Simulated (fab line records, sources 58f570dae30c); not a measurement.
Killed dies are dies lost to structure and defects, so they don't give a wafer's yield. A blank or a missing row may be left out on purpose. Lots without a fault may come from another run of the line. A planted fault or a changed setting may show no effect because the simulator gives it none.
Which tool did it? | flow berkeley_cmos170 | 11 lots, 33 wafers sampled, at 4 steps of a route of 331

WHAT THE GAUGES READ, wafer by wafer
UCB170_ACTIVE_THK_MEAS_03. Usual: ACTIVE_OXIDE_THK 26.5 nm, standard deviation 0.48.
lot  | measured    | on            | ACTIVE_OXIDE_THK (nm) | flag
L828 | day 4 18:59 | film_metro-01 | 25.5 26.3 26.2        |
L829 | day 5 07:35 | film_metro-04 | 26.6 27.0 26.8        |
L830 | day 5 07:32 | film_metro-01 | 27.1 27.0 27.1        |
L831 | day 5 07:32 | film_metro-02 | 25.9 26.3 25.8        |
L832 | day 5 07:32 | film_metro-04 | 26.1 26.3 26.3        |
L833 | day 5 21:24 | film_metro-01 | 27.3 27.2 26.8        |
L835 | day 5 21:23 | film_metro-02 | 26.7 26.2 26.3        |
L840 | day 7 09:28 | film_metro-04 | 30.0 30.2 29.8        | OFF
L841 | day 7 09:28 | film_metro-02 | 29.6 29.4 29.1        | OFF
L845 | day 7 22:28 | film_metro-02 | 27.1 26.7 26.5        |
L851 | day 9 22:37 | film_metro-01 | 25.9 25.6 25.5        |

UCB170_PVT_TW_MEAS_09. Usual: PVT_TW 506, standard deviation 3.8.
lot  | measured     | on            | PVT_TW      | flag
L828 | day 6 21:16  | film_metro-03 | 511 512 511 |
L829 | day 7 13:48  | film_metro-03 | 510 516 515 |
L830 | day 7 13:57  | film_metro-03 | 513 511 509 |
L831 | day 7 14:16  | film_metro-04 | 510 507 508 |
L832 | day 7 14:10  | film_metro-03 | 514 510 510 |
L833 | day 8 02:32  | film_metro-02 | 504 507 502 |
L835 | day 8 02:14  | film_metro-02 | 502 501 501 |
L840 | day 9 21:21  | film_metro-02 | 501 504 504 |
L841 | day 9 21:03  | film_metro-02 | 503 505 504 |
L845 | day 10 05:04 | film_metro-04 | 503 502 499 |
L851 | day 11 23:23 | film_metro-02 | 508 507 508 |

UCB170_GATE_CD_MEAS_12: target cd 350 nm. Usual: cd_nm 350.1 nm, standard deviation 1.3.
lot  | measured     | on        | cd_nm (nm)        | flag
L828 | day 7 15:37  | cd_sem-01 | 352.2 352.2 351.7 |
L829 | day 8 03:58  | cd_sem-02 | 350.4 351.5 350.3 |
L830 | day 8 04:30  | cd_sem-01 | 351.1 351.7 351.1 |
L831 | day 8 04:05  | cd_sem-01 | 348.5 349.7 349.2 |
L832 | day 8 04:16  | cd_sem-02 | 351.1 351.3 349.8 |
L833 | day 8 21:55  | cd_sem-02 | 352.0 350.9 352.0 |
L835 | day 8 21:41  | cd_sem-01 | 349.8 350.0 351.1 |
L840 | day 10 13:28 | cd_sem-02 | 350.0 350.2 349.0 |
L841 | day 10 13:26 | cd_sem-01 | 350.4 351.9 349.8 |
L845 | day 10 17:39 | cd_sem-02 | 351.3 351.4 351.1 |
L851 | day 12 15:08 | cd_sem-02 | 348.9 349.0 348.7 |

WHICH TOOL RAN EACH LOT (tool, then ch and the chambers of the sampled wafers, then the start)
lot  | UCB170_ACTIVE_OXIDATION_02
L828 | furnace-04 ch 0, day 4 17:38
L829 | furnace-01 ch 0, day 5 06:11
L830 | furnace-01 ch 0, day 5 06:11
L831 | furnace-01 ch 0, day 5 06:11
L832 | furnace-01 ch 0, day 5 06:11
L833 | furnace-02 ch 0, day 5 20:01
L835 | furnace-02 ch 0, day 5 20:01
L840 | furnace-01 ch 0, day 7 08:07
L841 | furnace-01 ch 0, day 7 08:07
L845 | furnace-04 ch 0, day 7 21:07
L851 | furnace-02 ch 0, day 9 21:16
- UCB170_ACTIVE_OXIDATION_02: target thk 26.4 nm, ox time 1260 s.

WHAT THE TOOLS THEMSELVES READ (means of the sampled wafers that have a number; where no wafer has one, the mark that the record gives instead)
The record holds no such reading with a usual standard deviation.

THE ANSWER, worked out from the rows above alone
Rule: a lot is off if the mean of its wafers that have a number lies more than 3 standard deviations from the usual mean. A lot without any number at a reading at which 4 lots or more have one is off too. The other lots that the step has rows for count as sound. The gauges are gone through in route order, then the tools' own readings, and for those a lot's mean is taken as printed above. The first step at which some lot is off is used, and at that step the reading that is off furthest; a lot without a number counts as furthest.
Off: L840, L841, at UCB170_ACTIVE_THK_MEAS_03 (ACTIVE_OXIDE_THK).
A tool fits if, at a process step before that reading, it ran every lot that is off, and no sound lot after the first of them. The gauges at UCB170_ACTIVE_THK_MEAS_03 are tried like those tools. One fits: furnace-01 at UCB170_ACTIVE_OXIDATION_02. Its last sound lot is L829 (day 5 06:11), its first lot that is off L840 (day 7 08:07): a fault that began between those two fits.

WHAT THE SIMULATOR HAD PUT IN
Process parameter drift: furnace-01, from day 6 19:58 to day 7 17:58, at UCB170_ACTIVE_OXIDATION_02. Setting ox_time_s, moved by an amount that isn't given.
Lots struck among those shown: L840, L841. The rule above found the same.
